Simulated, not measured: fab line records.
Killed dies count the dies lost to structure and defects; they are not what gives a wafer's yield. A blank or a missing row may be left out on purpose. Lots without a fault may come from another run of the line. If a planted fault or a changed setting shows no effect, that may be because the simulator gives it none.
Which of the tools did it? / flow berkeley_cmos170 / 14 lots, 42 wafers sampled, at 6 steps of a route of 331

== WHAT EACH GAUGE READ, for each wafer ==
UCB170_GATE_THK_MEAS_05. Usual: GATE_POLY_THK 213.3 nm, standard deviation 2.
lot=L735; measured=day 5 07:30; on=film_metro-02; GATE_POLY_THK (nm)=212.5 211.5 211.4; flag=
lot=L737; measured=day 6 13:10; on=film_metro-04; GATE_POLY_THK (nm)=210.0 212.5 211.9; flag=
lot=L738; measured=day 6 18:25; on=film_metro-02; GATE_POLY_THK (nm)=215.2 211.5 213.5; flag=
lot=L739; measured=day 6 18:25; on=film_metro-04; GATE_POLY_THK (nm)=216.1 216.0 217.8; flag=
lot=L741; measured=day 7 04:53; on=film_metro-02; GATE_POLY_THK (nm)=211.8 212.9 212.9; flag=
lot=L744; measured=day 7 15:50; on=film_metro-01; GATE_POLY_THK (nm)=212.8 211.1 211.2; flag=
lot=L745; measured=day 8 01:22; on=film_metro-04; GATE_POLY_THK (nm)=211.9 213.4 213.6; flag=
lot=L746; measured=day 8 11:23; on=film_metro-04; GATE_POLY_THK (nm)=212.7 213.1 212.1; flag=
lot=L747; measured=day 9 02:45; on=film_metro-02; GATE_POLY_THK (nm)=212.4 210.8 211.6; flag=
lot=L752; measured=day 9 17:18; on=film_metro-04; GATE_POLY_THK (nm)=214.9 213.1 212.0; flag=
lot=L753; measured=day 10 00:09; on=film_metro-02; GATE_POLY_THK (nm)=215.4 213.3 212.9; flag=
lot=L754; measured=day 10 00:09; on=film_metro-01; GATE_POLY_THK (nm)=210.8 211.5 210.3; flag=
lot=L755; measured=day 10 10:54; on=film_metro-01; GATE_POLY_THK (nm)=214.3 213.8 213.0; flag=
lot=L756; measured=day 10 10:57; on=film_metro-02; GATE_POLY_THK (nm)=212.3 215.5 212.9; flag=

UCB170_PLDD_CD_MEAS_06: the cd target is 1200 nm. Usual: cd_nm at 1199.7 nm, with a standard deviation of 1.4.
lot=L735; measured=day 5 10:44; on=cd_sem-02; cd_nm (nm)=1198.2 1198.1 1198.2; flag=
lot=L737; measured=day 6 15:41; on=cd_sem-01; cd_nm (nm)=1201.4 1202.7 1201.6; flag=
lot=L738; measured=day 6 21:23; on=cd_sem-01; cd_nm (nm)=1199.1 1197.8 1197.4; flag=
lot=L739; measured=day 6 21:53; on=cd_sem-02; cd_nm (nm)=1202.4 1203.3 1202.2; flag=
lot=L741; measured=day 7 07:24; on=cd_sem-01; cd_nm (nm)=1198.8 1199.5 1199.6; flag=
lot=L744; measured=day 7 19:52; on=cd_sem-01; cd_nm (nm)=1200.4 1201.5 1201.0; flag=
lot=L745; measured=day 8 04:11; on=cd_sem-02; cd_nm (nm)=1198.4 1199.7 1198.1; flag=
lot=L746; measured=day 8 20:14; on=cd_sem-01; cd_nm (nm)=1198.0 1199.4 1198.9; flag=
lot=L747; measured=day 9 06:44; on=cd_sem-01; cd_nm (nm)=1201.4 1200.7 1199.1; flag=
lot=L752; measured=day 9 20:58; on=cd_sem-02; cd_nm (nm)=1199.7 1198.7 1200.1; flag=
lot=L753; measured=day 10 04:29; on=cd_sem-01; cd_nm (nm)=1197.7 1198.1 1198.9; flag=
lot=L754; measured=day 10 04:55; on=cd_sem-02; cd_nm (nm)=1199.8 1201.5 1202.1; flag=
lot=L755; measured=day 10 14:51; on=cd_sem-01; cd_nm (nm)=1201.0 1200.4 1201.6; flag=
lot=L756; measured=day 10 15:00; on=cd_sem-02; cd_nm (nm)=1199.6 1198.2 1199.6; flag=

UCB170_NLDD_CD_MEAS_06: the cd target is 1200 nm. Usual: cd_nm at 1199.7 nm, with a standard deviation of 1.1.
lot=L735; measured=day 5 13:17; on=cd_sem-02; cd_nm (nm)=1200.9 1198.2 1200.5; flag=
lot=L737; measured=day 6 17:19; on=cd_sem-01; cd_nm (nm)=1200.0 1199.3 1199.1; flag=
lot=L738; measured=day 7 00:40; on=cd_sem-02; cd_nm (nm)=1199.1 1198.5 1198.9; flag=
lot=L739; measured=day 7 00:45; on=cd_sem-01; cd_nm (nm)=1199.5 1201.9 1200.0; flag=
lot=L741; measured=day 7 09:11; on=cd_sem-01; cd_nm (nm)=1199.4 1199.7 1199.3; flag=
lot=L744; measured=day 7 22:06; on=cd_sem-02; cd_nm (nm)=1201.7 1202.2 1200.3; flag=
lot=L745; measured=day 8 05:56; on=cd_sem-02; cd_nm (nm)=1199.3 1199.5 1198.5; flag=
lot=L746; measured=day 8 22:04; on=cd_sem-02; cd_nm (nm)=1197.8 1198.4 1198.2; flag=
lot=L747; measured=day 9 08:44; on=cd_sem-01; cd_nm (nm)=1197.8 1199.1 1198.8; flag=
lot=L752; measured=day 9 23:07; on=cd_sem-01; cd_nm (nm)=1192.0 1191.8 1191.0; flag=OFF
lot=L753; measured=day 10 06:16; on=cd_sem-01; cd_nm (nm)=1194.0 1194.0 1194.0; flag=OFF
lot=L754; measured=day 10 06:41; on=cd_sem-01; cd_nm (nm)=1200.0 1198.1 1200.2; flag=
lot=L755; measured=day 10 17:30; on=cd_sem-02; cd_nm (nm)=1197.6 1199.7 1199.7; flag=
lot=L756; measured=day 10 18:37; on=cd_sem-02; cd_nm (nm)=1201.2 1200.9 1200.1; flag=

UCB170_PSD_TW_MEAS_10. Usual: PSD_TW 2343, standard deviation 21.
lot=L735; measured=day 5 20:50; on=film_metro-02; PSD_TW=2344 2345 2346; flag=
lot=L737; measured=day 6 22:58; on=film_metro-02; PSD_TW=2348 2361 2358; flag=
lot=L738; measured=day 7 06:03; on=film_metro-02; PSD_TW=2352 2367 2347; flag=
lot=L739; measured=day 7 06:17; on=film_metro-01; PSD_TW=2320 2321 2327; flag=
lot=L741; measured=day 7 17:02; on=film_metro-03; PSD_TW=2348 2360 2360; flag=
lot=L744; measured=day 8 05:02; on=film_metro-02; PSD_TW=2367 2358 2380; flag=
lot=L745; measured=day 8 18:50; on=film_metro-03; PSD_TW=2337 2335 2351; flag=
lot=L746; measured=day 9 04:26; on=film_metro-03; PSD_TW=2359 2368 2358; flag=
lot=L747; measured=day 9 16:11; on=film_metro-02; PSD_TW=2362 2377 2372; flag=
lot=L752; measured=day 10 04:09; on=film_metro-02; PSD_TW=2359 2362 2356; flag=
lot=L753; measured=day 10 14:32; on=film_metro-02; PSD_TW=2363 2358 2360; flag=
lot=L754; measured=day 10 14:16; on=film_metro-01; PSD_TW=2327 2313 2309; flag=
lot=L755; measured=day 11 00:04; on=film_metro-02; PSD_TW=2364 2371 2356; flag=
lot=L756; measured=day 11 00:00; on=film_metro-03; PSD_TW=2347 2359 2358; flag=

== WHICH TOOL RAN EACH LOT (tool, then ch and the chambers of the sampled wafers, then the start) ==
lot=L735; UCB170_NLDD_COAT_01=litho_track-03 ch 0, day 5 12:23; UCB170_NLDD_STRIP_10=plasma_asher-02 ch 0,1, day 5 13:47
lot=L737; UCB170_NLDD_COAT_01=litho_track-03 ch 0, day 6 16:37; UCB170_NLDD_STRIP_10=plasma_asher-01 ch 0,1, day 6 17:46
lot=L738; UCB170_NLDD_COAT_01=litho_track-03 ch 0, day 6 22:46; UCB170_NLDD_STRIP_10=plasma_asher-03 ch 0,1, day 7 01:07
lot=L739; UCB170_NLDD_COAT_01=litho_track-03 ch 0, day 6 23:13; UCB170_NLDD_STRIP_10=plasma_asher-02 ch 0,1, day 7 01:12
lot=L741; UCB170_NLDD_COAT_01=litho_track-01 ch 0, day 7 08:22; UCB170_NLDD_STRIP_10=plasma_asher-01 ch 0,1, day 7 09:38
lot=L744; UCB170_NLDD_COAT_01=litho_track-03 ch 0, day 7 21:15; UCB170_NLDD_STRIP_10=plasma_asher-02 ch 0,1, day 7 22:34
lot=L745; UCB170_NLDD_COAT_01=litho_track-01 ch 0, day 8 05:08; UCB170_NLDD_STRIP_10=plasma_asher-03 ch 0,1, day 8 06:24
lot=L746; UCB170_NLDD_COAT_01=litho_track-04 ch 0, day 8 21:15; UCB170_NLDD_STRIP_10=plasma_asher-03 ch 0,1, day 8 22:29
lot=L747; UCB170_NLDD_COAT_01=litho_track-04 ch 0, day 9 07:52; UCB170_NLDD_STRIP_10=plasma_asher-03 ch 0,1, day 9 09:11
lot=L752; UCB170_NLDD_COAT_01=litho_track-04 ch 0, day 9 22:01; UCB170_NLDD_STRIP_10=plasma_asher-02 ch 0,1, day 9 23:34
lot=L753; UCB170_NLDD_COAT_01=litho_track-04 ch 0, day 10 05:35; UCB170_NLDD_STRIP_10=plasma_asher-03 ch 1, day 10 06:42
lot=L754; UCB170_NLDD_COAT_01=litho_track-01 ch 0, day 10 05:52; UCB170_NLDD_STRIP_10=plasma_asher-02 ch 0,1, day 10 07:07
lot=L755; UCB170_NLDD_COAT_01=litho_track-03 ch 0, day 10 15:49; UCB170_NLDD_STRIP_10=plasma_asher-02 ch 0,1, day 10 17:56
lot=L756; UCB170_NLDD_COAT_01=litho_track-03 ch 0, day 10 16:41; UCB170_NLDD_STRIP_10=plasma_asher-01 ch 0,1, day 10 19:04
- UCB170_NLDD_COAT_01: resist thk 900 nm.
- UCB170_NLDD_STRIP_10: strips in O2.

== WHAT THE TOOLS THEMSELVES READ (means of the sampled wafers that have a number; where no wafer has one, the mark that the record gives instead) ==
UCB170_NLDD_COAT_01. Usual: chill_plate_temp_C at 23.02 C, with a standard deviation of 0.089.
lot=L735; tool=litho_track-03; chill_plate_temp_C (C)=23.00; flag=
lot=L737; tool=litho_track-03; chill_plate_temp_C (C)=22.98; flag=
lot=L738; tool=litho_track-03; chill_plate_temp_C (C)=23.04; flag=
lot=L739; tool=litho_track-03; chill_plate_temp_C (C)=23.04; flag=
lot=L741; tool=litho_track-01; chill_plate_temp_C (C)=22.98; flag=
lot=L744; tool=litho_track-03; chill_plate_temp_C (C)=23.05; flag=
lot=L745; tool=litho_track-01; chill_plate_temp_C (C)=23.06; flag=
lot=L746; tool=litho_track-04; chill_plate_temp_C (C)=22.90; flag=
lot=L747; tool=litho_track-04; chill_plate_temp_C (C)=22.98; flag=
lot=L752; tool=litho_track-04; chill_plate_temp_C (C)=22.99; flag=
lot=L753; tool=litho_track-04; chill_plate_temp_C (C)=22.98; flag=
lot=L754; tool=litho_track-01; chill_plate_temp_C (C)=23.10; flag=
lot=L755; tool=litho_track-03; chill_plate_temp_C (C)=23.02; flag=
lot=L756; tool=litho_track-03; chill_plate_temp_C (C)=22.96; flag=

UCB170_NLDD_STRIP_10. Usual: chamber_pressure_mTorr 3500 mTorr, standard deviation 3.1; drypump_motor_current_A 5.8 A, standard deviation 0.52; oes_product_au 0.734 a.u., standard deviation 0.0041; strip_time_to_endpoint_s 21.62 s, standard deviation 0.047.
lot=L735; tool=plasma_asher-02; chamber_pressure_mTorr (mTorr)=3499; drypump_motor_current_A (A)=6.1; oes_product_au (a.u.)=0.734; strip_time_to_endpoint_s (s)=21.60; flag=
lot=L737; tool=plasma_asher-01; chamber_pressure_mTorr (mTorr)=3500; drypump_motor_current_A (A)=6.2; oes_product_au (a.u.)=0.731; strip_time_to_endpoint_s (s)=21.63; flag=
lot=L738; tool=plasma_asher-03; chamber_pressure_mTorr (mTorr)=3498; drypump_motor_current_A (A)=5.1; oes_product_au (a.u.)=0.735; strip_time_to_endpoint_s (s)=21.59; flag=
lot=L739; tool=plasma_asher-02; chamber_pressure_mTorr (mTorr)=3498; drypump_motor_current_A (A)=6.0; oes_product_au (a.u.)=0.735; strip_time_to_endpoint_s (s)=21.63; flag=
lot=L741; tool=plasma_asher-01; chamber_pressure_mTorr (mTorr)=3499; drypump_motor_current_A (A)=5.9; oes_product_au (a.u.)=0.733; strip_time_to_endpoint_s (s)=21.65; flag=
lot=L744; tool=plasma_asher-02; chamber_pressure_mTorr (mTorr)=3503; drypump_motor_current_A (A)=6.1; oes_product_au (a.u.)=0.736; strip_time_to_endpoint_s (s)=21.58; flag=
lot=L745; tool=plasma_asher-03; chamber_pressure_mTorr (mTorr)=3503; drypump_motor_current_A (A)=5.1; oes_product_au (a.u.)=0.735; strip_time_to_endpoint_s (s)=21.67; flag=
lot=L746; tool=plasma_asher-03; chamber_pressure_mTorr (mTorr)=3499; drypump_motor_current_A (A)=5.1; oes_product_au (a.u.)=0.734; strip_time_to_endpoint_s (s)=21.63; flag=
lot=L747; tool=plasma_asher-03; chamber_pressure_mTorr (mTorr)=3499; drypump_motor_current_A (A)=5.1; oes_product_au (a.u.)=0.734; strip_time_to_endpoint_s (s)=21.63; flag=
lot=L752; tool=plasma_asher-02; chamber_pressure_mTorr (mTorr)=3501; drypump_motor_current_A (A)=6.0; oes_product_au (a.u.)=0.730; strip_time_to_endpoint_s (s)=25.89; flag=OFF
lot=L753; tool=plasma_asher-03; chamber_pressure_mTorr (mTorr)=3501; drypump_motor_current_A (A)=5.0; oes_product_au (a.u.)=0.738; strip_time_to_endpoint_s (s)=25.84; flag=OFF
lot=L754; tool=plasma_asher-02; chamber_pressure_mTorr (mTorr)=3499; drypump_motor_current_A (A)=6.0; oes_product_au (a.u.)=0.730; strip_time_to_endpoint_s (s)=21.62; flag=
lot=L755; tool=plasma_asher-02; chamber_pressure_mTorr (mTorr)=3500; drypump_motor_current_A (A)=6.1; oes_product_au (a.u.)=0.734; strip_time_to_endpoint_s (s)=21.69; flag=
lot=L756; tool=plasma_asher-01; chamber_pressure_mTorr (mTorr)=3502; drypump_motor_current_A (A)=5.9; oes_product_au (a.u.)=0.733; strip_time_to_endpoint_s (s)=21.58; flag=

== THE ANSWER, worked out from the rows above alone ==
Rule: take the mean of a lot's wafers that have a number; if it is more than 3 standard deviations from the usual mean, the lot is off. A lot without any number at a reading at which 4 lots or more have one is off too. Any other lot the step has rows for is counted as sound. Order of review: gauges by route order, followed by the tools' own readings, for which a lot's mean as printed above is used. The first step at which some lot is off is used, and at that step the reading that is off furthest; a lot without a number counts as furthest.
Off: L752, L753 (UCB170_NLDD_CD_MEAS_06, cd_nm).
If a tool, at a process step before that reading, ran all the lots that are off and no sound lot after the first of them, it fits. The gauges at UCB170_NLDD_CD_MEAS_06 aren't tried: what is off there is off at UCB170_NLDD_STRIP_10 too, on other tools, and a gauge's error can't cause that. One fits: UCB170_NLDD_COAT_01 on litho_track-04. Its last sound lot is L747 (day 9 07:52), its first lot that is off L752 (day 9 22:01): a fault that began between those two fits.

== WHAT THE SIMULATOR HAD PUT IN ==
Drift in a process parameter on litho_track-04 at UCB170_NLDD_COAT_01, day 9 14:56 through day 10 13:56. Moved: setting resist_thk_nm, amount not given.
Lots struck among those shown: L752, L753. Same finding as the rule above.
